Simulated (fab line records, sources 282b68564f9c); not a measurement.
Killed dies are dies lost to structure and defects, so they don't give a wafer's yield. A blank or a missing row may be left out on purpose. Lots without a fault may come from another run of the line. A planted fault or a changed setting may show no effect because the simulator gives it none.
fab line records | flow rit_cmos
record lots=5 wafers=15 last_day=8
route steps=202 shown ACTIVE@19 FOX1@20 FOX2@23 NWELL@28 PWELL@39 WELLDRIVE@50 M1@202
lots that met no fault: from a run of the same line without faults
start_h: hours from the record's first day to the start of the lot's first wafer shown | wait_h: hours since the lot's step before | " the same as in the row above | L1.1+2: a row that stands for several wafers | - no value, or no start given | * or withheld: withheld | < > ~ a bound
route shown NAME@n: a module of which the file shows steps, and the number in the route of the first | usual: mean/standard deviation of fault-free wafers | same: alike in all rows | chamber/n: place in a boat | sites: the reading at each site | _std_site: their standard deviation | _edge_site: outer sites' mean less inner sites' | radius_mm: how far each site lies from the wafer's centre | mask NAME#n: copy n | behind: the tool/chamber that last shaped the wafer | hold: why the lot was held/for how many hours/how that ended | device: the transistor (n, p or np) that didn't switch | end of line: the same wafers' tests at the end of the route | a step without rows: its recipe alone | killed: dies lost to structure and defects at the first sort, not the wafer's yield | map: a wafer's dies, x killed, . not, _ none there
set.NAME: the setting as run; set.NAME@STEP: as run at that earlier step | model.NAME: the simulator's own value behind a step, which no gauge read
lots at some steps of the route; a table a step, a row a wafer
services: from which hour (start_h, from the record's first day; less than 0 if before it) a tool's chamber was out of use, for how many hours, and why
## steps
# step RIT_ACTIVE_CLEAN_17
# recipe chemistry=SC2 mix=3:3:50 time_s=600 temp_c=75 dry=n2_spin
# step RIT_FOX1_OXIDATION_00
# recipe temp_c=1100 ambient=H2O target_thk_a=3507 p_h2o_torr=720 ox_time_s=1130
# step RIT_FOX1_THK_MEAS_01
# recipe reads=SiO2_of_FOX1_OXIDATION_00
# usual FOX1_OXIDE_THK=349/5.6
# columns lot.wafer tool chamber start_h wait_h FOX1_OXIDE_THK[nm]
L681.2 film_metro-01 - 39.26 0.0 354
L681.3 " - " " 354
L681.6 " - " " 351
L684.3 film_metro-01 - 55.40 0.0 348
L684.4 " - " " 342
L684.5 " - " " 347
L685.1 film_metro-04 - 58.99 0.0 341
L685.3 " - " " 342
L685.5 " - " " 342
L697.2 film_metro-04 - 120.86 0.0 359
L697.3 " - " " 353
L697.5 " - " " 359
L698.1 film_metro-04 - 127.81 0.0 343
L698.2 " - " " 338
L698.5 " - " " 342
# step RIT_FOX1_WET_ETCH_02
# recipe chemistry=BOE target_depth_nm=350 time_s=390 temp_c=21.5 dry=n2_spin dilution=10:1 target=SiO2
# step RIT_FOX2_OXIDATION_00
# recipe temp_c=1100 ambient=H2O target_thk_a=3507 p_h2o_torr=720 ox_time_s=1130
# step RIT_FOX2_THK_MEAS_01
# recipe reads=SiO2_of_FOX2_OXIDATION_00
# usual FOX2_OXIDE_THK=351/6.7
# columns lot.wafer tool chamber start_h wait_h FOX2_OXIDE_THK[nm]
L681.2 film_metro-04 - 41.04 0.0 350
L681.3 " - " " 350
L681.6 " - " " 349
L684.3 film_metro-01 - 57.11 0.0 348
L684.4 " - " " 360
L684.5 " - " " 354
L685.1 film_metro-01 - 60.48 0.0 347
L685.3 " - " " 351
L685.5 " - " " 348
L697.2 film_metro-01 - 126.50 0.0 352
L697.3 " - " " 346
L697.5 " - " " 351
L698.1 film_metro-01 - 132.13 0.0 350
L698.2 " - " " 350
L698.5 " - " " 352
# step RIT_FOX2_CLEAN_02
# recipe chemistry=dHF dilution=50:1 time_s=180
# step RIT_FOX2_WET_ETCH_03
# recipe chemistry=H3PO4 target=Si3N4 target_depth_nm=195 temp_c=165 time_s=2700
# step RIT_FOX2_THK_MEAS_90
# recipe reads=SiO2_of_FOX2_OXIDATION_00
# usual FIELD_OXIDE_LEFT_1_THK=323/6.8
# columns lot.wafer tool chamber start_h wait_h FIELD_OXIDE_LEFT_1_THK[nm]
L681.2 film_metro-01 - 41.92 0.0 323
L681.3 " - " " 323
L681.6 " - " " 322
L684.3 film_metro-01 - 58.07 0.0 321
L684.4 " - " " 334
L684.5 " - " " 327
L685.1 film_metro-01 - 61.36 0.0 319
L685.3 " - " " 323
L685.5 " - " " 321
L697.2 film_metro-03 - 127.38 0.0 325
L697.3 " - " " 319
L697.5 " - " " 323
L698.1 film_metro-01 - 133.00 0.0 323
L698.2 " - " " 323
L698.5 " - " " 324
# step RIT_NWELL_HMDS_00
# recipe prime_time_s=60 prime_temp_c=140
# step RIT_NWELL_COAT_01
# recipe resist=NOVOLAK spin_rpm=2000 resist_thk_nm=1300
# step RIT_NWELL_SOFTBAKE_02
# recipe resist=NOVOLAK temp_c=90 time_s=60
# step RIT_NWELL_EXPOSE_03
# recipe mask_id=M2 na=0.57 target_cd_nm=43900 dose_mj=250
# usual exposure_dose_mJ_cm2=250.00/0.24 focus_offset_nm=-0.1/0.61
# columns lot.wafer tool chamber start_h wait_h mask exposure_dose_mJ_cm2 focus_offset_nm
L681.2 iline_stepper-01 0 42.65 0.2 M2#0 250.33 -0.5
L681.3 " 0 " " M2#0 250.35 -1.1
L681.6 " 0 " " M2#0 249.88 -0.2
L684.3 iline_stepper-02 0 58.72 0.2 M3#0 250.04 0.7
L684.4 " 0 " " M3#0 249.55 -0.4
L684.5 " 0 " " M3#0 249.92 0.9
L685.1 iline_stepper-01 0 62.00 0.2 M2#0 250.36 -0.1
L685.3 " 0 " " M2#0 250.44 -0.2
L685.5 " 0 " " M2#0 250.67 0.2
L697.2 iline_stepper-02 0 128.03 0.2 M2#0 249.91 -0.1
L697.3 " 0 " " M2#0 250.14 -0.2
L697.5 " 0 " " M2#0 250.41 -0.2
L698.1 iline_stepper-02 0 133.51 0.1 M2#0 249.99 -1.0
L698.2 " 0 " " M2#0 249.82 -0.6
L698.5 " 0 " " M2#0 249.93 -0.4
# step RIT_NWELL_PEB_04
# recipe resist=NOVOLAK temp_c=withheld time_s=withheld
# step RIT_NWELL_DEVELOP_05
# recipe resist=NOVOLAK develop_time_s=68 dev_temp_c=23
# step RIT_NWELL_OVL_MEAS_06
# usual NWELL_OVL=-0.4/1.3
# columns lot.wafer tool chamber start_h wait_h NWELL_OVL[nm]
L681.2 overlay-01 - 43.07 - -0.2
L681.3 " - " " -1.1
L681.6 " - " " -0.3
L684.3 overlay-02 - 59.12 - -
L684.4 " - " " -
L684.5 " - " " -
L685.1 overlay-02 - 62.43 - -1.4
L685.3 " - " " 0.4
L685.5 " - " " -1.4
L697.2 overlay-01 - 128.44 - 0.1
L697.3 " - " " 0.8
L697.5 " - " " -0.2
L698.1 overlay-02 - 133.94 - -1.1
L698.2 " - " " -0.2
L698.5 " - " " -0.5
# step RIT_NWELL_HARDBAKE_07
# recipe resist=NOVOLAK temp_c=140 time_s=120
# step RIT_NWELL_IMPLANT_08
# recipe species=P energy_kev=170 dose_cm2=5e+13 tilt_deg=7
# step RIT_NWELL_STRIP_09
# recipe chemistry=O2 time_s=180 resist=NOVOLAK platen_temp_c=withheld power_w=500 pressure_mtorr=4000 o2_flow_sccm=4000
# usual drypump_motor_current_A=5.9/0.48
# columns lot.wafer tool chamber start_h wait_h drypump_motor_current_A rf_hours_counter_h
L681.2 plasma_asher-03 0 43.50 0.1 6.4 27
L681.3 " 0 " " 6.4 -
L681.6 " 1 " " 5.9 -
L684.3 plasma_asher-04 0 59.60 0.1 5.8 -
L684.4 " 1 " " 5.9 -
L684.5 " 1 " " 5.9 -
L685.1 plasma_asher-03 0 62.86 0.1 6.4 29
L685.3 " 1 " " 5.9 -
L685.5 " 0 " " 6.4 -
L697.2 plasma_asher-01 0 128.87 0.1 4.7 45
L697.3 " 1 " " 6.0 -
L697.5 " 0 " " 4.8 -
L698.1 plasma_asher-03 1 134.38 0.1 5.9 37
L698.2 " 0 " " 6.4 37
L698.5 " 0 " " 6.4 -
# step RIT_NWELL_TW_MEAS_10
# usual NWELL_TW=2149/30
# columns lot.wafer tool chamber start_h wait_h NWELL_TW
L681.2 film_metro-03 - 43.68 0.1 2171
L681.3 " - " " 2172
L681.6 " - " " 2169
L684.3 film_metro-02 - 59.74 0.1 30
L684.4 " - " " 30
L684.5 " - " " 30
L685.1 film_metro-03 - 63.04 0.1 2176
L685.3 " - " " 2165
L685.5 " - " " 2169
L697.2 film_metro-03 - 129.06 0.1 2155
L697.3 " - " " 2183
L697.5 " - " " 2186
L698.1 film_metro-03 - 134.56 0.1 2173
L698.2 " - " " 2185
L698.5 " - " " 2173
# step RIT_PWELL_HMDS_00
# recipe prime_time_s=60 prime_temp_c=140
# step RIT_PWELL_COAT_01
# recipe resist=NOVOLAK spin_rpm=2000 resist_thk_nm=1300
# step RIT_PWELL_SOFTBAKE_02
# recipe resist=NOVOLAK temp_c=90 time_s=60
# step RIT_PWELL_EXPOSE_03
# recipe mask_id=M3 na=0.57 target_cd_nm=43700 dose_mj=250
# step RIT_PWELL_PEB_04
# recipe resist=NOVOLAK temp_c=withheld time_s=withheld
# step RIT_PWELL_DEVELOP_05
# recipe resist=NOVOLAK develop_time_s=68 dev_temp_c=23
# step RIT_PWELL_OVL_MEAS_06
# usual PWELL_OVL=-0.4/1.4
# columns lot.wafer tool chamber start_h wait_h PWELL_OVL[nm]
L681.2 overlay-01 - 44.75 - -0.5
L681.3 " - " " 0.2
L681.6 " - " " -1.8
L684.3 overlay-01 - 60.80 - 0.5
L684.4 " - " " 0.4
L684.5 " - " " 1.7
L685.1 overlay-01 - 63.98 - -0.4
L685.3 " - " " -0.4
L685.5 " - " " 0.2
L697.2 overlay-02 - 130.00 - -0.3
L697.3 " - " " 0.7
L697.5 " - " " 0.2
L698.1 overlay-01 - 135.50 - -1.6
L698.2 " - " " 2.3
L698.5 " - " " 1.6
# step RIT_PWELL_HARDBAKE_07
# recipe resist=NOVOLAK temp_c=140 time_s=120
# step RIT_PWELL_IMPLANT_08
# recipe species=B energy_kev=170 dose_cm2=7e+13 tilt_deg=7
# step RIT_PWELL_STRIP_09
# recipe chemistry=O2 time_s=180 resist=NOVOLAK platen_temp_c=withheld power_w=500 pressure_mtorr=4000 o2_flow_sccm=4000
# usual drypump_motor_current_A=5.95/0.26
# columns lot.wafer tool chamber start_h wait_h drypump_motor_current_A rf_hours_counter_h
L681.2 plasma_asher-02 1 45.18 0.1 5.61 39
L681.3 " 0 " " 5.81 -
L681.6 " 0 " " 5.81 -
L684.3 plasma_asher-03 1 61.28 0.1 5.92 -
L684.4 " 0 " " 6.41 -
L684.5 " 1 " " 5.92 -
L685.1 plasma_asher-03 0 64.41 0.1 6.39 29
L685.3 " 1 " " 5.97 -
L685.5 " 1 " " 5.93 -
L697.2 plasma_asher-02 0 130.43 0.1 5.80 45
L697.3 " 0 " " 5.82 -
L697.5 " 1 " " 5.66 -
L698.1 plasma_asher-03 1 135.93 0.1 5.95 37
L698.2 " 0 " " 6.39 37
L698.5 " 0 " " 6.41 -
# step RIT_PWELL_TW_MEAS_10
# usual PWELL_TW=949/12
# columns lot.wafer tool chamber start_h wait_h PWELL_TW
L681.2 film_metro-02 - 45.36 0.1 952
L681.3 " - " " 948
L681.6 " - " " 946
L684.3 film_metro-02 - 61.42 0.1 2197
L684.4 " - " " 2187
L684.5 " - " " 2181
L685.1 film_metro-02 - 64.59 0.1 950
L685.3 " - " " 951
L685.5 " - " " 956
L697.2 film_metro-01 - 130.61 0.1 942
L697.3 " - " " 946
L697.5 " - " " 936
L698.1 film_metro-01 - 136.11 0.1 938
L698.2 " - " " 937
L698.5 " - " " 943
# step RIT_WELLDRIVE_ANNEAL_00
# recipe temp_c=1100 time_s=14700 ambient=N2
# step RIT_M1_PROBE_99
# usual killed_at_front_end=6.6/2.7 killed_dies=6.7/2.7 killed_on_rim=1.7/1.4 killed_open=3.4/2 killed_short=3.2/1.8
# same gross_dies=264 killed_at_M0_to_M3=0 killed_at_M4_up=0 killed_at_back_side=0 killed_at_contacts=0 killed_at_other=0
# columns lot.wafer tool chamber start_h wait_h killed_at_front_end killed_dies killed_on_rim killed_open killed_short
L681.2 prober-02 - 82.70 0.1 6 6 0 3 3
L681.3 prober-02 - 82.75 0.2 6 6 1 3 3
L681.6 prober-02 - 82.90 0.2 5 5 1 5 0
L684.3 prober-01 - 97.90 0.2 264 264 70 4 2
L684.4 prober-01 - 97.95 0.2 264 264 70 3 3
L684.5 prober-01 - 98.00 0.2 264 264 70 6 5
L685.1 prober-02 - 99.66 0.1 6 6 3 6 0
L685.3 prober-02 - 99.76 0.2 4 4 1 1 3
L685.5 prober-02 - 99.86 0.2 5 5 4 3 2
L698.1 prober-02 - 180.17 0.1 5 5 0 1 4
L698.2 prober-02 - 180.22 0.1 10 10 1 6 4
L698.5 prober-02 - 180.37 0.2 12 12 3 8 4
L697.2 prober-01 - 181.72 0.1 6 6 1 2 4
L697.3 prober-01 - 181.77 0.2 2 2 1 2 0
L697.5 prober-01 - 181.87 0.2 4 4 0 2 2
# killed by level:class
L681.2 GATE:geometric_particle:short=2 GATE:geometric_particle:open=2 FOX1:geometric_particle:open=1 SPACER:geometric_particle:short=1
L681.3 GATE:geometric_particle:open=2 FOX1:geometric_particle:short=1 FOX2:geometric_particle:short=1 SPACER:geometric_particle:short=1 SILICIDE:geometric_particle:open=1
L681.6 FOX1:geometric_particle:open=2 REOX:geometric_particle:open=2 FOX2:geometric_particle:open=1
L684.3 NWELL:area_expose=258 GATE:geometric_particle:open=3 SILICIDE:geometric_particle:short=2 SILICIDE:geometric_particle:open=1
L684.4 NWELL:area_expose=258 GATE:geometric_particle:open=3 SILICIDE:geometric_particle:short=2 GATE:geometric_particle:short=1
L684.5 NWELL:area_expose=253 GATE:geometric_particle:short=3 FOX1:geometric_particle:open=2 SILICIDE:geometric_particle:open=2 SILICIDE:geometric_particle:short=2 FOX2:geometric_particle:open=1 GATE:geometric_particle:open=1
L685.1 GATE:geometric_particle:open=5 REOX:geometric_particle:open=1
L685.3 FOX2:geometric_particle:short=1 GATE:geometric_particle:short=1 SPACER:geometric_particle:open=1 SILICIDE:geometric_particle:short=1
L685.5 GATE:geometric_particle:short=2 FOX2:geometric_particle:open=1 GATE:geometric_particle:open=1 SILICIDE:geometric_particle:open=1
L698.1 FOX1:geometric_particle:short=1 FOX1:geometric_particle:open=1 FOX2:geometric_particle:short=1 GATE:geometric_particle:short=1 SPACER:geometric_particle:short=1
L698.2 FOX2:geometric_particle:open=4 GATE:geometric_particle:short=3 GATE:geometric_particle:open=1 REOX:geometric_particle:short=1 REOX:geometric_particle:open=1
L698.5 GATE:geometric_particle:open=3 SILICIDE:geometric_particle:open=3 FOX1:geometric_particle:short=1 FOX1:geometric_particle:open=1 GATE:geometric_particle:short=1 REOX:geometric_particle:short=1 SPACER:geometric_particle:short=1 SPACER:geometric_particle:open=1
L697.2 SPACER:geometric_particle:short=2 FOX2:geometric_particle:short=1 GATE:geometric_particle:open=1 SPACER:geometric_particle:open=1 SILICIDE:geometric_particle:short=1
L697.3 GATE:geometric_particle:open=1 SILICIDE:geometric_particle:open=1
L697.5 FOX1:geometric_particle:open=1 GATE:geometric_particle:open=1 GATE:geometric_particle:short=1 SPACER:geometric_particle:short=1
# map L684.3 (x killed, . not)
________xxxxxxx_______
_____xxxxxxxxxxxxx____
____xxxxxxxxxxxxxxx___
___xxxxxxxxxxxxxxxxx__
__xxxxxxxxxxxxxxxxxxx_
__xxxxxxxxxxxxxxxxxxx_
_xxxxxxxxxxxxxxxxxxxxx
_xxxxxxxxxxxxxxxxxxxxx
_xxxxxxxxxxxxxxxxxxxxx
_xxxxxxxxxxxxxxxxxxxxx
__xxxxxxxxxxxxxxxxxxx_
__xxxxxxxxxxxxxxxxxxx_
___xxxxxxxxxxxxxxxxx__
____xxxxxxxxxxxxxxx___
_____xxxxxxxxxxxxx____
________xxxxxxx_______
# map L697.2 (x killed, . not)
________......._______
_____.............____
____...............___
___...x.............__
__..................._
__...x..............._
_.....................
_..............x..x...
_...x.................
_.....................
__..................._
__..................x_
___.................__
____...............___
_____.............____
________......._______
## services
# columns tool chamber start_h hours kind
plasma_asher-02 - 30.61 0.4 repair
iline_stepper-02 - 47.79 4.4 pm
plasma_asher-02 - 83.87 14.6 pm
plasma_asher-01 - 103.33 0.4 repair
plasma_asher-04 - 108.75 9.0 pm
plasma_asher-04 0 108.75 9.0 vent_cycle
plasma_asher-04 1 108.75 9.0 vent_cycle
iline_stepper-02 - 115.35 7.2 repair
plasma_asher-04 0 117.75 - clean
plasma_asher-04 1 117.75 - clean
iline_stepper-02 - 122.57 1.7 pm
## key
first_sign step=RIT_NWELL_EXPOSE_03 reading=mask direction=changed
effect step=RIT_NWELL_OVL_MEAS_06 reading=NWELL_OVL direction=missing
effect step=RIT_NWELL_TW_MEAS_10 reading=NWELL_TW direction=down sigmas=70 usual=2149 struck=30
effect step=RIT_PWELL_TW_MEAS_10 reading=PWELL_TW direction=up sigmas=99+ usual=949 struck=2188
effect step=RIT_M1_PROBE_99 reading=killed_dies direction=up sigmas=94 usual=6.7 struck=264
more_kills_born_at RIT_NWELL_EXPOSE_03@iline_stepper-02=769
met_at RIT_NWELL_EXPOSE_03
struck_wafers L684.3,L684.4,L684.5
tester_left_out L684
fault kind=wrong_mask tool=any chamber=- onset_h=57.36 steps=RIT_NWELL_EXPOSE_03 aux_copy=M3#0 scope=struck_lots_only
# tester_left_out: of these lots the tester's yield and bins aren't shown, on N5 and GAA mostly nor the transistor test; their killed dies are dies lost to structure and defects alone, not to doping, threshold or leakage, so they don't give the yield
